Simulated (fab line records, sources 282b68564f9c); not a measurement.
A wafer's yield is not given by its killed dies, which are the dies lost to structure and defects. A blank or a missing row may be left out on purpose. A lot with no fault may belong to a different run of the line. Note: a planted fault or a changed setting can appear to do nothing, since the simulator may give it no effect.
fab line records -- flow rit-cmos -- part 2 of 2: steps 28 to 28 of 28
record: lots: 5, wafers: 23
route steps=202 shown ACTIVE@7 NWELL@29 PWELL@40 GATE@84 NLDD@104 SPACER@130 PSD@150 CONTACT@175 M1@202
start-h: hours from the record's opening day to when the first of the lot's shown wafers began -- wait-h: how many hours have passed since the lot's step before this one -- " as in the row above -- L1.1+2: one row covering several wafers at once -- - no value, or no start was given -- * or withheld: withheld -- < > ~ a bound
route shown NAME@n: a module of which the file shows steps, and the number in the route of the first -- usual: mean/standard deviation of fault-free wafers -- same: alike in all rows -- chamber/n: place in a boat -- sites: per-site readings -- _std_site: standard deviation of those values -- _edge_site: the outer-site mean with the inner-site mean subtracted -- radius-mm: for every site, how far away it sits from the centre of the wafer -- mask NAME#n: copy n -- behind: the tool/chamber that last shaped the wafer -- hold: the reason the lot was held/the length of the hold in hours/how it ended -- device: the n, p or np transistor that did not switch -- end of line: tests of these same wafers at the route's end -- a step without rows: its recipe alone -- killed: the dies lost at the first sort to structure and to defects; this is not the yield of the wafer -- map: the dies of a wafer, with x for killed, . for not killed, _ for no die there
set.NAME: the run value of the setting; set.NAME@STEP: its run value at that earlier step -- model.NAME: the simulator's own value behind a step, which no gauge read
lots with deliberately changed settings; one table per step, one row per wafer
== steps ==
step: RIT_M1_PROBE_99
usual: killed-at-front-end: 7/3, killed-dies: 6.8/3, killed-open: 3.5/2.1, killed-short: 3.3/1.9
same: gross-dies: 264, killed_at_M0_to_M3: 0, killed_at_M4_up: 0, killed-at-back-side: 0, killed-at-contacts: 0, killed-at-other: 0
lot.wafer,tool,chamber,start-h,wait-h,set.dev-temp-c@GATE_DEVELOP_15,set.tilt-deg@PSD_IMPLANT_08,killed-at-front-end,killed-dies,killed-open,killed-short,model.etest.npoly-line.line-ohm-um,model.etest.pmos_0p15.r-on-ohm-um,model.etest.pmos_0p3.r-on-ohm-um,model.etest.pmos-turned.r-on-ohm-um,model.etest.ppoly-line.line-ohm-um
L074.1,prober-01,-,59.50,0.1,23,7.378,8,8,2,6,171.1,2624,6037,3276,168.1
L074.2,prober-01,-,59.55,0.1,26.66,7,52,52,5,1,137.8,3329,6851,4011,133.4
L074.3,prober-01,-,59.60,0.2,23,7.378,14,14,10,4,176.9,2647,6157,3372,173
L074.5,prober-01,-,59.70,0.2,26.66,7.378,80,80,1,7,-,-,-,-,-
L074.6,prober-01,-,59.75,0.2,26.66,7,37,37,3,2,138.4,3203,6658,3868,129
L075.1,prober-01,-,67.52,0.1,23,7,6,6,1,5,161.5,3029,6520,3671,157.8
L075.2,prober-01,-,67.57,0.1,23,7,8,8,5,3,162.7,3040,6499,3672,158.2
L075.4,prober-01,-,67.67,0.2,23,7,8,8,6,2,157.5,2902,6340,3549,152.7
L075.5,prober-01,-,67.72,0.2,23,7,12,12,8,4,156.3,2897,6444,3570,148.6
L075.6,prober-01,-,67.77,0.2,23,7,13,13,7,6,167.1,3128,6675,3781,166.7
L076.2,prober-02,-,73.46,0.1,19.26,7,64,64,5,4,235.7,2197,5639,2815,223.1
L076.3,prober-02,-,73.51,0.2,23,6.268,12,12,6,6,171.1,2766,6121,3338,167.5
L076.4,prober-02,-,73.56,0.2,19.26,7,67,67,6,5,236.5,2199,5605,2796,226.7
L076.5,prober-02,-,73.61,0.2,19.26,7,56,56,3,5,231.8,2240,5652,2825,223.6
L076.6,prober-02,-,73.66,0.2,23,6.268,3,3,2,1,170.7,2723,6148,3293,164.1
L080.1,prober-02,-,91.26,0.1,24.91,7,6,6,3,3,148.7,2966,6436,3756,146.3
L080.3,prober-02,-,91.36,0.2,23,7,3,3,1,2,175.9,2708,6165,3465,169.7
L080.4,prober-02,-,91.41,0.2,23,7,8,8,6,1,171.4,2703,6229,3500,164.8
L080.5,prober-02,-,91.46,0.2,24.91,7,4,4,1,3,155.1,2955,6491,3718,148.9
L080.6,prober-02,-,91.51,0.2,23,7,8,8,3,5,173.2,2743,6192,3538,164.4
L081.2,prober-01,-,95.94,0.1,23,7,7,7,4,3,172,2866,6354,3580,162.6
L081.3,prober-01,-,95.99,0.2,23,7,4,4,0,4,169.3,2947,6374,3653,163.8
L081.5,prober-01,-,96.09,0.2,23,7,1,1,1,0,169.8,2801,6352,3514,165.8
killed by level:class
L074.1 REOX:geometric-particle:open=2 REOX:geometric-particle:short=2 SILICIDE:geometric-particle:short=2 FOX1:geometric-particle:short=1 GATE:geometric-particle:short=1
L074.2 GATE:area-develop=46 SPACER:geometric-particle:open=2 FOX1:geometric-particle:open=1 FOX2:geometric-particle:short=1 REOX:geometric-particle:open=1 SILICIDE:geometric-particle:open=1
L074.3 REOX:geometric-particle:open=4 FOX1:geometric-particle:open=2 FOX2:geometric-particle:short=2 SILICIDE:geometric-particle:open=2 FOX2:geometric-particle:open=1 GATE:geometric-particle:open=1 GATE:geometric-particle:short=1 SILICIDE:geometric-particle:short=1
L074.5 GATE:area-develop=72 REOX:geometric-particle:short=4 FOX1:geometric-particle:short=1 FOX1:geometric-particle:open=1 SPACER:geometric-particle:short=1 SILICIDE:geometric-particle:short=1
L074.6 GATE:area-develop=32 FOX2:geometric-particle:short=1 FOX2:geometric-particle:open=1 GATE:geometric-particle:open=1 REOX:geometric-particle:open=1 SPACER:geometric-particle:short=1
L075.1 GATE:geometric-particle:short=3 SPACER:geometric-particle:short=2 FOX1:geometric-particle:open=1
L075.2 FOX1:geometric-particle:open=2 SPACER:geometric-particle:short=2 SILICIDE:geometric-particle:open=2 FOX2:geometric-particle:open=1 GATE:geometric-particle:short=1
L075.4 GATE:geometric-particle:open=3 FOX1:geometric-particle:open=2 REOX:geometric-particle:short=1 SPACER:geometric-particle:short=1 SILICIDE:geometric-particle:open=1
L075.5 GATE:geometric-particle:open=4 GATE:geometric-particle:short=3 FOX1:geometric-particle:open=2 REOX:geometric-particle:open=2 FOX1:geometric-particle:short=1
L075.6 FOX1:geometric-particle:open=2 FOX1:geometric-particle:short=2 GATE:geometric-particle:open=2 GATE:geometric-particle:short=2 SPACER:geometric-particle:open=2 FOX2:geometric-particle:short=1 REOX:geometric-particle:open=1 SILICIDE:geometric-particle:short=1
L076.2 GATE:area-develop=55 GATE:geometric-particle:open=3 FOX1:geometric-particle:short=1 FOX2:geometric-particle:open=1 GATE:geometric-particle:short=1 REOX:geometric-particle:short=1 SPACER:geometric-particle:short=1 SILICIDE:geometric-particle:open=1
L076.3 GATE:geometric-particle:open=5 GATE:geometric-particle:short=2 FOX2:geometric-particle:short=1 REOX:geometric-particle:short=1 SPACER:geometric-particle:open=1 SPACER:geometric-particle:short=1 SILICIDE:geometric-particle:short=1
L076.4 GATE:area-develop=56 GATE:geometric-particle:short=3 GATE:geometric-particle:open=2 REOX:geometric-particle:open=2 FOX1:geometric-particle:open=1 FOX1:geometric-particle:short=1 REOX:geometric-particle:short=1 SILICIDE:geometric-particle:open=1
L076.5 GATE:area-develop=48 GATE:geometric-particle:open=2 GATE:geometric-particle:short=2 SILICIDE:geometric-particle:short=2 SPACER:geometric-particle:short=1 SILICIDE:geometric-particle:open=1
L076.6 GATE:geometric-particle:open=1 GATE:geometric-particle:short=1 SILICIDE:geometric-particle:open=1
L080.1 SPACER:geometric-particle:open=2 SPACER:geometric-particle:short=2 FOX1:geometric-particle:short=1 SILICIDE:geometric-particle:open=1
L080.3 FOX2:geometric-particle:short=1 GATE:geometric-particle:open=1 GATE:geometric-particle:short=1
L080.4 GATE:geometric-particle:open=3 SPACER:geometric-particle:open=3 GATE:geometric-particle:short=1 SPACER:area-etchback=1
L080.5 FOX1:geometric-particle:short=1 GATE:geometric-particle:open=1 GATE:geometric-particle:short=1 SPACER:geometric-particle:short=1
L080.6 FOX1:geometric-particle:open=2 GATE:geometric-particle:short=2 SILICIDE:geometric-particle:short=2 FOX1:geometric-particle:short=1 SILICIDE:geometric-particle:open=1
L081.2 FOX1:geometric-particle:open=2 REOX:geometric-particle:short=2 ACTIVE:geometric-particle:open=1 GATE:geometric-particle:short=1 REOX:geometric-particle:open=1
L081.3 GATE:geometric-particle:short=2 FOX2:geometric-particle:short=1 SILICIDE:geometric-particle:short=1
L081.5 SPACER:geometric-particle:open=1
== key ==
split: step: RIT_ACTIVE_COAT_06, setting: resist-thk-nm, stated: 1000, by: wafer
response: step: RIT_ACTIVE_COAT_06, reading: model.NOVOLAK_of_ACTIVE_COAT_06.thk-nm, change: +10.1, per: 1%, r: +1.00
response: step: RIT_ACTIVE_HARDBAKE_12, reading: model.NOVOLAK_of_ACTIVE_COAT_06.thk-nm, change: +8.83, per: 1%, r: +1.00
response: step: RIT_ACTIVE_ETCH_13, reading: model.NOVOLAK_of_ACTIVE_COAT_06.thk-nm, change: +9.32, per: 1%, r: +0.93
split: step: RIT_ACTIVE_DEVELOP_10, setting: develop-time-s, stated: 50, by: wafer
response: step: RIT_ACTIVE_ETCH_13, reading: model.ACTIVE.cd-nm, change: -0.862, per: 1%, r: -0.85
split: step: RIT_NWELL_COAT_01, setting: resist-thk-nm, stated: 1300, by: wafer
response: step: RIT_NWELL_COAT_01, reading: model.NOVOLAK_of_NWELL_COAT_01.thk-nm, change: +13.6, per: 1%, r: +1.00
response: step: RIT_NWELL_HARDBAKE_07, reading: model.NOVOLAK_of_NWELL_COAT_01.thk-nm, change: +11.7, per: 1%, r: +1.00
split: step: RIT_NWELL_SOFTBAKE_02, setting: time-s, stated: 60, by: wafer
response none clear
split: step: RIT_PWELL_COAT_01, setting: resist-thk-nm, stated: 1300, by: wafer
response: step: RIT_PWELL_COAT_01, reading: model.NOVOLAK_of_PWELL_COAT_01.thk-nm, change: +12.5, per: 1%, r: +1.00
response: step: RIT_PWELL_HARDBAKE_07, reading: model.NOVOLAK_of_PWELL_COAT_01.thk-nm, change: +10.8, per: 1%, r: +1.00
split: step: RIT_GATE_CVD_08, setting: pressure-mtorr, stated: 300, by: lot
response: step: RIT_GATE_CVD_08, reading: model.poly-Si_of_GATE_CVD_08.thk-nm, change: +1.38, per: 1%, r: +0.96
response: step: RIT_GATE_THK_MEAS_09, reading: GATE_POLY_THK, change: +1.38, per: 1%, r: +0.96
split: step: RIT_GATE_DEVELOP_15, setting: dev-temp-c, stated: 23, by: wafer
response: step: RIT_M1_PROBE_99, reading: model.etest.pmos_0p3.r-on-ohm-um, change: +35.1, per: 1%, r: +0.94
response: step: RIT_M1_PROBE_99, reading: model.etest.pmos-turned.r-on-ohm-um, change: +33.7, per: 1%, r: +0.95
response: step: RIT_M1_PROBE_99, reading: model.etest.pmos_0p15.r-on-ohm-um, change: +35, per: 1%, r: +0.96
response: step: RIT_M1_PROBE_99, reading: model.etest.ppoly-line.line-ohm-um, change: -3, per: 1%, r: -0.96
response: step: RIT_M1_PROBE_99, reading: model.etest.npoly-line.line-ohm-um, change: -3.11, per: 1%, r: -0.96
split: step: RIT_NLDD_COAT_01, setting: resist-thk-nm, stated: 1000, by: wafer
response: step: RIT_NLDD_COAT_01, reading: model.NOVOLAK_of_NLDD_COAT_01.thk-nm, change: +9.85, per: 1%, r: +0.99
response: step: RIT_NLDD_HARDBAKE_07, reading: model.NOVOLAK_of_NLDD_COAT_01.thk-nm, change: +8.62, per: 1%, r: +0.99
split: step: RIT_SPACER_ETCHBACK_05, setting: time-s, stated: 240, by: wafer
response: step: RIT_SPACER_ETCHBACK_05, reading: model.Si3N4_of_SPACER_CVD_03.thk-nm, change: -0.529, per: 1%, r: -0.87
response: step: RIT_SPACER_ETCHBACK_05, reading: model.poly-Si_of_GATE_CVD_08.thk-nm, change: -0.584, per: 1%, r: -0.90
split: step: RIT_PSD_IMPLANT_08, setting: tilt-deg, stated: 7, by: wafer
response: step: RIT_M1_PROBE_99, reading: model.etest.ppoly-line.line-ohm-um, change: +5.91, per: 1%, r: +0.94
response: step: RIT_M1_PROBE_99, reading: model.etest.npoly-line.line-ohm-um, change: +6.2, per: 1%, r: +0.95
split: step: RIT_CONTACT_DEVELOP_07, setting: develop-time-s, stated: 120, by: wafer
response: step: RIT_CONTACT_CD_MEAS_08, reading: cd-nm, change: +0.858, per: 1%, r: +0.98
